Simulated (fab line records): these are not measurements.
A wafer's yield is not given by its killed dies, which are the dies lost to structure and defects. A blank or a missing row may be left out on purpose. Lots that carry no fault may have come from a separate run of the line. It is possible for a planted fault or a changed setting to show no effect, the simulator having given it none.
Which of the tools did it? :: flow berkeley-cmos170 :: 13 lots with 39 wafers sampled at 3 steps, on a route of 331 steps

== WHAT EACH GAUGE READ, for each wafer ==
UCB170_NVT_OVL_MEAS_06. Usual: NVT_OVL 1 nm, standard deviation 6.5.
lot: L265
measured: day 5 03:47
on: overlay-02
NVT_OVL (nm): -4 3 -1
flag: 

lot: L268
measured: day 6 05:43
on: overlay-02
NVT_OVL (nm): 4 2 -4
flag: 

lot: L269
measured: day 6 13:34
on: overlay-01
NVT_OVL (nm): 6 4 5
flag: 

lot: L272
measured: day 7 04:02
on: overlay-01
NVT_OVL (nm): -9 -6 -1
flag: 

lot: L273
measured: day 7 14:50
on: overlay-01
NVT_OVL (nm): 6 -7 -2
flag: 

lot: L274
measured: day 8 01:16
on: overlay-02
NVT_OVL (nm): 0 -8 2
flag: 

lot: L275
measured: day 8 01:32
on: overlay-02
NVT_OVL (nm): - - -
flag: OFF

lot: L278
measured: day 8 12:47
on: overlay-02
NVT_OVL (nm): -3 2 -1
flag: 

lot: L279
measured: day 8 13:04
on: overlay-01
NVT_OVL (nm): -4 -6 -8
flag: 

lot: L285
measured: day 9 19:57
on: overlay-02
NVT_OVL (nm): 0 -1 0
flag: 

lot: L286
measured: day 10 05:08
on: overlay-02
NVT_OVL (nm): 7 3 6
flag: 

lot: L287
measured: day 10 05:25
on: overlay-01
NVT_OVL (nm): 5 4 -4
flag: 

lot: L288
measured: day 10 05:40
on: overlay-02
NVT_OVL (nm): 8 14 6
flag: 

UCB170_NVT_TW_MEAS_09. Usual: NVT_TW 519, standard deviation 4.2.
lot: L265
measured: day 5 04:04
on: film-metro-04
NVT_TW: 521 515 519
flag: 

lot: L268
measured: day 6 06:01
on: film-metro-03
NVT_TW: 520 518 522
flag: 

lot: L269
measured: day 6 13:50
on: film-metro-03
NVT_TW: 519 518 519
flag: 

lot: L272
measured: day 7 04:19
on: film-metro-04
NVT_TW: 519 519 521
flag: 

lot: L273
measured: day 7 15:07
on: film-metro-04
NVT_TW: 520 519 520
flag: 

lot: L274
measured: day 8 01:33
on: film-metro-01
NVT_TW: 514 512 512
flag: 

lot: L275
measured: day 8 01:49
on: film-metro-03
NVT_TW: 30 30 30
flag: OFF

lot: L278
measured: day 8 13:04
on: film-metro-04
NVT_TW: 523 524 526
flag: 

lot: L279
measured: day 8 13:22
on: film-metro-01
NVT_TW: 511 514 513
flag: 

lot: L285
measured: day 9 20:14
on: film-metro-01
NVT_TW: 516 511 513
flag: 

lot: L286
measured: day 10 05:25
on: film-metro-01
NVT_TW: 513 518 515
flag: 

lot: L287
measured: day 10 05:42
on: film-metro-03
NVT_TW: 520 520 519
flag: 

lot: L288
measured: day 10 05:58
on: film-metro-01
NVT_TW: 513 515 517
flag: 

== WHICH TOOL RAN EACH LOT (tool, then ch and the chambers of the sampled wafers, then the start) ==
lot: L265
UCB170_NVT_EXPOSE_03: krf-scanner-01 ch 0, day 5 03:05

lot: L268
UCB170_NVT_EXPOSE_03: krf-scanner-01 ch 0, day 6 04:59

lot: L269
UCB170_NVT_EXPOSE_03: krf-scanner-01 ch 0, day 6 12:26

lot: L272
UCB170_NVT_EXPOSE_03: krf-scanner-02 ch 0, day 7 03:34

lot: L273
UCB170_NVT_EXPOSE_03: krf-scanner-02 ch 0, day 7 14:26

lot: L274
UCB170_NVT_EXPOSE_03: krf-scanner-01 ch 0, day 8 00:40

lot: L275
UCB170_NVT_EXPOSE_03: krf-scanner-02 ch 0, day 8 01:08

lot: L278
UCB170_NVT_EXPOSE_03: krf-scanner-01 ch 0, day 8 12:25

lot: L279
UCB170_NVT_EXPOSE_03: krf-scanner-02 ch 0, day 8 12:40

lot: L285
UCB170_NVT_EXPOSE_03: krf-scanner-01 ch 0, day 9 19:25

lot: L286
UCB170_NVT_EXPOSE_03: krf-scanner-01 ch 0, day 10 04:32

lot: L287
UCB170_NVT_EXPOSE_03: krf-scanner-02 ch 0, day 10 04:48

lot: L288
UCB170_NVT_EXPOSE_03: krf-scanner-01 ch 0, day 10 05:02
- UCB170_NVT_EXPOSE_03: exposes mask PWELL, target cd 3000 nm.

== WHAT THE TOOLS THEMSELVES READ (means of the sampled wafers that have a number; where no wafer has one, the mark that the record gives instead) ==
The record holds no such reading with a usual standard deviation.

== THE ANSWER, worked out from the rows above alone ==
Rule: a lot counts as off when the mean over its wafers that have a number is more than 3 standard deviations away from the usual mean. A lot without any number at a reading at which 4 lots or more have one is off too. Where the step has rows for the other lots, those lots are counted as sound. After the gauges, taken in route order, come the tools' own readings; for these a lot's mean is taken, as printed above. The first step at which some lot is off is used, and at that step the reading that is off furthest; a lot without a number counts as furthest.
Off: L275, seen at UCB170_NVT_OVL_MEAS_06 (NVT_OVL). Without a number there: L275.
A tool fits if, at a process step before that reading, it ran every lot that is off, and no sound lot after the first of them. The gauges at UCB170_NVT_OVL_MEAS_06 aren't tried: what is off there is off at UCB170_NVT_TW_MEAS_09 too, on other tools, and a gauge's error can't cause that. Of those tried, none fits.

== WHAT WAS PUT IN BY THE SIMULATOR ==
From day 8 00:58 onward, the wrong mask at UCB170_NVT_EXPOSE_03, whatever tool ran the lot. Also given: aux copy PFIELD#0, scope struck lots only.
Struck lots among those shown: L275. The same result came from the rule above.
